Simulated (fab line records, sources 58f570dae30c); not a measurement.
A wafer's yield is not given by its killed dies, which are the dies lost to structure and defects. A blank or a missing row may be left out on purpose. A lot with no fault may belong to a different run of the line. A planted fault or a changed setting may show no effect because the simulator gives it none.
Matching of chambers + flow berkeleyCmos170 + rieDiel-01 running UCB170_GATE_ETCH_14: 4 sister chambers
The step etches BARC in N2/H2. 20 wafers are shown with their chamber, then 10 later ones without.

== WAFERS WITH THEIR CHAMBER ==
| wafer  | chamber | drypumpMotorCurrentA (A) | oesProductAu (a.u.) | throttleValvePct (%) |
|--------|---------|--------------------------|---------------------|----------------------|
| L076.3 | 3       | 5.9                      | 0.966               | 13.26                |
| L076.4 | 2       | 5.0                      | 0.981               | 13.22                |
| L076.6 | 0       | 5.7                      | 1.030               | 13.30                |
| L078.1 | 1       | 6.6                      | 0.973               | 13.28                |
| L078.2 | 0       | 5.8                      | 1.037               | 13.28                |
| L078.4 | 2       | 5.0                      | 0.977               | 13.23                |
| L080.2 | 0       | 5.7                      | 1.028               | 13.30                |
| L080.4 | 3       | 6.0                      | 0.970               | 13.26                |
| L080.6 | 3       | 5.9                      | 0.963               | 13.26                |
| L082.1 | 0       | 5.7                      | 1.027               | 13.28                |
| L082.4 | 3       | 5.9                      | 0.963               | 13.25                |
| L082.6 | 1       | 6.6                      | 0.976               | 13.29                |
| L085.3 | 2       | 5.0                      | 0.981               | 13.22                |
| L085.4 | 3       | 5.9                      | 0.957               | 13.25                |
| L085.5 | 2       | 5.0                      | 0.979               | 13.22                |
| L084.2 | 3       | 5.9                      | 0.963               | 13.27                |
| L084.4 | 1       | 6.6                      | 0.988               | 13.28                |
| L084.6 | 1       | 6.6                      | 0.988               | 13.27                |
| L092.4 | 2       | 5.0                      | 0.981               | 13.22                |
| L092.5 | 2       | 5.0                      | 0.970               | 13.23                |

SIGNATURES (means of the wafers above)
| reading              | chamber 0 | chamber 1 | chamber 2 | chamber 3 | scatter within a chamber |
|----------------------|-----------|-----------|-----------|-----------|--------------------------|
| drypumpMotorCurrentA | 5.725     | 6.600     | 5.000     | 5.917     | 0.0315                   |
| oesProductAu         | 1.03050   | 0.98125   | 0.97817   | 0.96367   | 0.0052                   |
| throttleValvePct     | 13.2900   | 13.2800   | 13.2233   | 13.2583   | 0.00797                  |
Rule: a wafer lies at a distance from a chamber equal to the root of the sum of squares, over the readings, of (its reading less the chamber's mean, divided by the reading's scatter). If the next closest chamber is less than 2 further off than the closest, the wafer can't be placed; otherwise it belongs to the closest. The scatter: the root of (the sum of the squares of (reading less its chamber's mean) over the shown wafers, divided by (wafers less chambers)).

== WAFERS WHOSE CHAMBER IS MISSING ==
| wafer  | drypumpMotorCurrentA (A) | oesProductAu (a.u.) | throttleValvePct (%) |
|--------|--------------------------|---------------------|----------------------|
| L092.6 | 6.6                      | 0.977               | 13.28                |
| L096.2 | 6.6                      | 0.983               | 13.28                |
| L096.3 | 5.9                      | 0.953               | 13.24                |
| L096.4 | 5.0                      | 0.985               | 13.22                |
| L097.1 | 5.0                      | 0.977               | 13.22                |
| L097.2 | 6.6                      | 0.975               | 13.28                |
| L097.3 | 5.7                      | 1.019               | 13.29                |
| L097.4 | 5.7                      | 1.035               | 13.29                |
| L097.5 | 6.6                      | 0.985               | 13.27                |
| L097.6 | 4.9                      | 0.980               | 13.21                |

== THE CHAMBER EACH PASSED THROUGH ==
| wafer  | from the rows above | in truth |
|--------|---------------------|----------|
| L092.6 | 1                   | 1        |
| L096.2 | 1                   | 1        |
| L096.3 | 3                   | 3        |
| L096.4 | 2                   | 2        |
| L097.1 | 2                   | 2        |
| L097.2 | 1                   | 1        |
| L097.3 | 0                   | 0        |
| L097.4 | 0                   | 0        |
| L097.5 | 1                   | 1        |
| L097.6 | 2                   | 2        |
Correct placement for 10 of the 10. From these rows, 0 cannot be placed. Number placed wrongly: 0.
